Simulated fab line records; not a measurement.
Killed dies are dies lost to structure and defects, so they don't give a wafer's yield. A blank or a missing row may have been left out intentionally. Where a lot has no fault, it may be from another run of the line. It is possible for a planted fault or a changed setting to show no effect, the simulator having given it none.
Tool commonality check / flow berkeleyCmos170 / 13 lots and 39 wafers in the sample

## WHAT PROMPTED THE OPENING
1 of 13 lots carry a flag on the reading CONTACT_PSG_THK at UCB170_CONTACT_THK_MEAS_02. Fault-free wafers read 722 nm, with a standard deviation of 5.7.
Rule: a lot is flagged in two cases, either no wafer of it has a number, or all its wafers with numbers fall more than 4 standard deviations from that mean. The rest of the lots are taken to be sound.

lot=L916; measured=day 8 00:52; on=filmMetro-02; CONTACT_PSG_THK (nm), wafer by wafer=726 726 726; flag=
lot=L917; measured=day 8 01:05; on=filmMetro-02; CONTACT_PSG_THK (nm), wafer by wafer=714 715 715; flag=
lot=L918; measured=day 8 09:46; on=filmMetro-04; CONTACT_PSG_THK (nm), wafer by wafer=721 723 718; flag=
lot=L923; measured=day 9 13:51; on=filmMetro-02; CONTACT_PSG_THK (nm), wafer by wafer=768 772 768; flag=FLAGGED
lot=L922; measured=day 9 14:53; on=filmMetro-03; CONTACT_PSG_THK (nm), wafer by wafer=728 733 732; flag=
lot=L920; measured=day 9 14:55; on=filmMetro-04; CONTACT_PSG_THK (nm), wafer by wafer=717 717 715; flag=
lot=L928; measured=day 10 03:35; on=filmMetro-02; CONTACT_PSG_THK (nm), wafer by wafer=723 726 723; flag=
lot=L929; measured=day 10 03:50; on=filmMetro-03; CONTACT_PSG_THK (nm), wafer by wafer=715 724 723; flag=
lot=L927; measured=day 10 05:37; on=filmMetro-02; CONTACT_PSG_THK (nm), wafer by wafer=719 712 717; flag=
lot=L931; measured=day 10 10:08; on=filmMetro-02; CONTACT_PSG_THK (nm), wafer by wafer=724 724 723; flag=
lot=L930; measured=day 10 11:55; on=filmMetro-03; CONTACT_PSG_THK (nm), wafer by wafer=729 731 736; flag=
lot=L932; measured=day 10 20:59; on=filmMetro-02; CONTACT_PSG_THK (nm), wafer by wafer=726 718 720; flag=
lot=L934; measured=day 11 11:28; on=filmMetro-02; CONTACT_PSG_THK (nm), wafer by wafer=722 724 723; flag=
The mean of the flagged lots' numbers is 769 nm, +47 nm from the usual (+8 standard deviations).

## WHICH TOOL RAN EACH LOT
Before the reading, the record contains 2 process steps out of a 331-step route. In each cell: the tool, then ch and the chambers that the sampled wafers went through, then the start.
lot=L916; flag=; UCB170_SDANNEAL_RTA_01=rtpAnneal-02 ch 0, day 7 20:47; UCB170_CONTACT_CVD_01=lpcvd-02 ch 1, day 7 23:01
lot=L917; flag=; UCB170_SDANNEAL_RTA_01=rtpAnneal-01 ch 0, day 7 21:38; UCB170_CONTACT_CVD_01=lpcvd-01 ch 0, day 7 23:19
lot=L918; flag=; UCB170_SDANNEAL_RTA_01=rtpAnneal-02 ch 0, day 8 05:03; UCB170_CONTACT_CVD_01=lpcvd-01 ch 1, day 8 07:05
lot=L923; flag=FLAGGED; UCB170_SDANNEAL_RTA_01=rtpAnneal-02 ch 0, day 9 10:58; UCB170_CONTACT_CVD_01=lpcvd-01 ch 0, day 9 12:04
lot=L922; flag=; UCB170_SDANNEAL_RTA_01=rtpAnneal-02 ch 0, day 9 11:05; UCB170_CONTACT_CVD_01=lpcvd-02 ch 1, day 9 13:07
lot=L920; flag=; UCB170_SDANNEAL_RTA_01=rtpAnneal-01 ch 0, day 9 11:25; UCB170_CONTACT_CVD_01=lpcvd-02 ch 0, day 9 13:07
lot=L928; flag=; UCB170_SDANNEAL_RTA_01=rtpAnneal-01 ch 0, day 10 00:37; UCB170_CONTACT_CVD_01=lpcvd-01 ch 1, day 10 01:47
lot=L929; flag=; UCB170_SDANNEAL_RTA_01=rtpAnneal-02 ch 0, day 10 00:58; UCB170_CONTACT_CVD_01=lpcvd-02 ch 1, day 10 02:02
lot=L927; flag=; UCB170_SDANNEAL_RTA_01=rtpAnneal-01 ch 0, day 10 01:17; UCB170_CONTACT_CVD_01=lpcvd-02 ch 1, day 10 03:50
lot=L931; flag=; UCB170_SDANNEAL_RTA_01=rtpAnneal-02 ch 0, day 10 07:16; UCB170_CONTACT_CVD_01=lpcvd-02 ch 1, day 10 08:20
lot=L930; flag=; UCB170_SDANNEAL_RTA_01=rtpAnneal-02 ch 0, day 10 07:53; UCB170_CONTACT_CVD_01=lpcvd-02 ch 0, day 10 10:08
lot=L932; flag=; UCB170_SDANNEAL_RTA_01=rtpAnneal-01 ch 0, day 10 18:07; UCB170_CONTACT_CVD_01=lpcvd-02 ch 1, day 10 19:11
lot=L934; flag=; UCB170_SDANNEAL_RTA_01=rtpAnneal-01 ch 0, day 11 08:35; UCB170_CONTACT_CVD_01=lpcvd-02 ch 0, day 11 09:40
These steps, and what they do:
- UCB170_SDANNEAL_RTA_01: time 5 s.
- UCB170_CONTACT_CVD_01: deposits PSG from SiH4/O2/PH3, target thk 700 nm, time 2820 s.
- UCB170_CONTACT_THK_MEAS_02

## FLAGGED AGAINST TOTAL, ONE TOOL AT A TIME (gauges that did the reading follow at the end)
step=UCB170_SDANNEAL_RTA_01; tool=rtpAnneal-01; lots run=6; flagged=0; share of the flagged lots=none; sound lots run after its first flagged lot=-
step=UCB170_SDANNEAL_RTA_01; tool=rtpAnneal-02; lots run=7; flagged=1; share of the flagged lots=all; sound lots run after its first flagged lot=4 (L922,L929,L931,L930)
step=UCB170_CONTACT_CVD_01; tool=lpcvd-01; lots run=4; flagged=1; share of the flagged lots=all; sound lots run after its first flagged lot=1 (L928)
step=UCB170_CONTACT_CVD_01; tool=lpcvd-02; lots run=9; flagged=0; share of the flagged lots=none; sound lots run after its first flagged lot=-
step=UCB170_CONTACT_THK_MEAS_02; tool=filmMetro-02; lots run=8; flagged=1; share of the flagged lots=all; sound lots run after its first flagged lot=5 (L928,L927,L931,L932,L934)
step=UCB170_CONTACT_THK_MEAS_02; tool=filmMetro-03; lots run=3; flagged=0; share of the flagged lots=none; sound lots run after its first flagged lot=-
step=UCB170_CONTACT_THK_MEAS_02; tool=filmMetro-04; lots run=2; flagged=0; share of the flagged lots=none; sound lots run after its first flagged lot=-

## WHAT THE TABLE ALLOWS
Rows of the table that ran every flagged lot, 3 in all: rtpAnneal-02 at UCB170_SDANNEAL_RTA_01, lpcvd-01 at UCB170_CONTACT_CVD_01, filmMetro-02 at UCB170_CONTACT_THK_MEAS_02.
- rtpAnneal-02 at UCB170_SDANNEAL_RTA_01 ran 7 lots, 1 of them flagged. Lots that were sound ran on it after the first flagged one (L922, L929, L931, L930); a persistent fault on the entire tool would not allow that.
- lpcvd-01 at UCB170_CONTACT_CVD_01 ran 4 lots, 1 of them flagged. Lots that were sound ran on it after the first flagged one (L928); a persistent fault on the entire tool would not allow that.
- filmMetro-02 at UCB170_CONTACT_THK_MEAS_02 ran 8 lots, 1 of them flagged. Lots that were sound ran on it after the first flagged one (L928, L927, L931, L932, L934); a persistent fault on the entire tool would not allow that.
There is no row in the table that ran each flagged lot and no sound lot after the first.

## WHAT THE SIMULATOR PUT IN
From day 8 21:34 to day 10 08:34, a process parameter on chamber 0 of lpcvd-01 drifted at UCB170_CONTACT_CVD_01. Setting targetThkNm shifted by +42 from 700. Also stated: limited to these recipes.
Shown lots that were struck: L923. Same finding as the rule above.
